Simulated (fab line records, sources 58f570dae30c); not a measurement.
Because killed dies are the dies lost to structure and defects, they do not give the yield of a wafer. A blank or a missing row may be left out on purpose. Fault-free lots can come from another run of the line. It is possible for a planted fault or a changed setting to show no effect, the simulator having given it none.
2 desks looking at one fault	flow berkeleyCmos170	each desk holds nothing but its own numbers, with what lay behind them at the end

== THE METROLOGY DESK ==
Means of the sampled wafers that have a number, per lot and without regard to the tool the lot ran on: this is what the gauges read. A lot is out of limits, marked OUT, if its mean lies more than 4 standard deviations from the usual mean; the brackets give that distance.
Columns: A = ACTIVE_NITRIDE_THK at UCB170_ACTIVE_THK_MEAS_06, usual 219.4 nm; B = PLDD_TW at UCB170_PLDD_TW_MEAS_11, usual 1006; C = cdNm at UCB170_NSD_CD_MEAS_06, usual 1199.8 nm
lot	first seen here	A	B	C
L975	day 4 20:58	224.1	1008	1199.5
L976	day 4 20:59	220.2	1011	1197.6
L979	day 5 08:23	220.8	999	1198.5
L977	day 5 08:24	221.3	999	1201.8
L980	day 5 18:31	218.8	1006	1199.4
L981	day 5 18:32	222.6	999	1200.4
L983	day 6 12:43	219.6	1012	1199.9
L986	day 6 18:48	220.3	1007	1207.3 (+5.0) OUT
L985	day 6 18:49	220.9	1005	1209.2 (+6.3) OUT
L987	day 7 10:38	221.8	1005	1198.4
L991	day 7 22:28	216.3	1012	1201.2
L990	day 7 22:35	216.7	1007	1198.2
L995	day 8 15:02	219.6	1028	1201.3
L997	day 9 09:21	217.1	1000	1200.7
This desk's finding: out of limits on L985, L986; first on L986, day 9 17:04 (cdNm at UCB170_NSD_CD_MEAS_06). Within limits: L975, L976, L979, L977, L980, L981, L983, L987, L991, L990, L995, L997.

== THE TOOL OWNER'S DESK: lithoTrack-03 ==
The tool's own readings at UCB170_NSD_PEB_04: means of the sampled wafers that have a number, for each lot that ran on this tool. A lot is out of limits, marked OUT, if its mean lies more than 4 standard deviations from the usual mean; the brackets give that distance.
Columns: A = chillPlateTempC at UCB170_NSD_PEB_04, usual 23.00 C
lot	first seen here	A
L980	day 8 16:50	22.88
L986	day 9 16:47	22.89
L985	day 9 17:07	23.03
Finding of this desk: none of the 3 lots has anything out of limits.

== BROUGHT TOGETHER ==
The metrology desk could have raised an alarm at day 9 17:04, on L985, L986.
The tool owner's desk saw nothing out of limits.
Tool owner's desk: L985, L986 on record, inside its limits.
The lots listed all ran UCB170_NSD_PEB_04 on lithoTrack-03.

== WHAT THE SIMULATOR HAD PUT IN ==
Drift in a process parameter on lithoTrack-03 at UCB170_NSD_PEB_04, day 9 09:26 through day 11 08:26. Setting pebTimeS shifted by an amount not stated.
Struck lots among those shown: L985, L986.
Hours from the fault's start to each desk's first reading out of limits: the metrology desk, 8.
